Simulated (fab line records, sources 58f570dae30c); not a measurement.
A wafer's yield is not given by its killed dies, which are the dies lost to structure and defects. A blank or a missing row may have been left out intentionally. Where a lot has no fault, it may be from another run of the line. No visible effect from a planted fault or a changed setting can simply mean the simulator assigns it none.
2 desks, one fault :: flow berkeleyCmos170 :: numbers are kept per desk, each desk with only its own; the story behind them comes last

METROLOGY DESK
What the gauges read, lot by lot, whatever tool the lot ran on: means of the sampled wafers that have a number. The brackets show how far a lot's mean lies from the usual mean; more than 4 standard deviations puts the lot out of limits, marked OUT.
Columns: A = CONTACT_PSG_THK at UCB170_CONTACT_THK_MEAS_02, usual 701 nm
lot: L702
first seen here: day 6 15:10
A: 696

lot: L703
first seen here: day 7 04:34
A: 705

lot: L704
first seen here: day 7 04:59
A: 702

lot: L707
first seen here: day 7 14:49
A: 693

lot: L705
first seen here: day 7 14:50
A: 699

lot: L708
first seen here: day 8 03:44
A: 697

lot: L709
first seen here: day 8 03:45
A: 707

lot: L717
first seen here: day 9 17:05
A: 701

lot: L718
first seen here: day 10 11:35
A: 691

lot: L721
first seen here: day 10 14:45
A: 695

lot: L720
first seen here: day 10 14:46
A: 695

lot: L722
first seen here: day 11 00:33
A: 692

lot: L725
first seen here: day 11 00:33
A: 705

lot: L724
first seen here: day 11 00:34
A: 710
This desk's verdict: no lot among the 14 shows anything out of limits.

TOOL OWNER'S DESK, rieDiel-04
The tool's own readings at UCB170_NWELL_ETCH_13 (etches Si3N4 in CH3F/Ar/O2, stops on SiO2, target depth 246.4 nm, time 154 s): means of the sampled wafers that have a number, for each lot that ran on this tool. The brackets show how far a lot's mean lies from the usual mean; more than 4 standard deviations puts the lot out of limits, marked OUT.
Columns: A = drypumpMotorCurrentA at UCB170_NWELL_ETCH_13, usual 5.8 A; B = mfcArSccm at UCB170_NWELL_ETCH_13, usual 50.00 sccm; C = oesProductAu at UCB170_NWELL_ETCH_13, usual 0.942 a.u.; D = throttleValvePct at UCB170_NWELL_ETCH_13, usual 8.04 %
lot: L703
first seen here: day 2 14:51
A: 5.7
B: 50.03
C: 0.954
D: 7.98

lot: L708
first seen here: day 3 12:23
A: 5.7
B: 49.99
C: 0.957
D: 7.98

lot: L717
first seen here: day 5 12:49
A: 5.8
B: 49.92
C: 0.932
D: 8.03

lot: L718
first seen here: day 5 19:18
A: 5.9
B: 49.98
C: 0.951
D: 7.90
This desk's verdict: no lot among the 4 shows anything out of limits.

TAKEN TOGETHER
From the metrology desk's view, nothing was out of limits.
The desk of the tool owner found nothing out of limits.

WHAT HAD BEEN PUT IN BY THE SIMULATOR
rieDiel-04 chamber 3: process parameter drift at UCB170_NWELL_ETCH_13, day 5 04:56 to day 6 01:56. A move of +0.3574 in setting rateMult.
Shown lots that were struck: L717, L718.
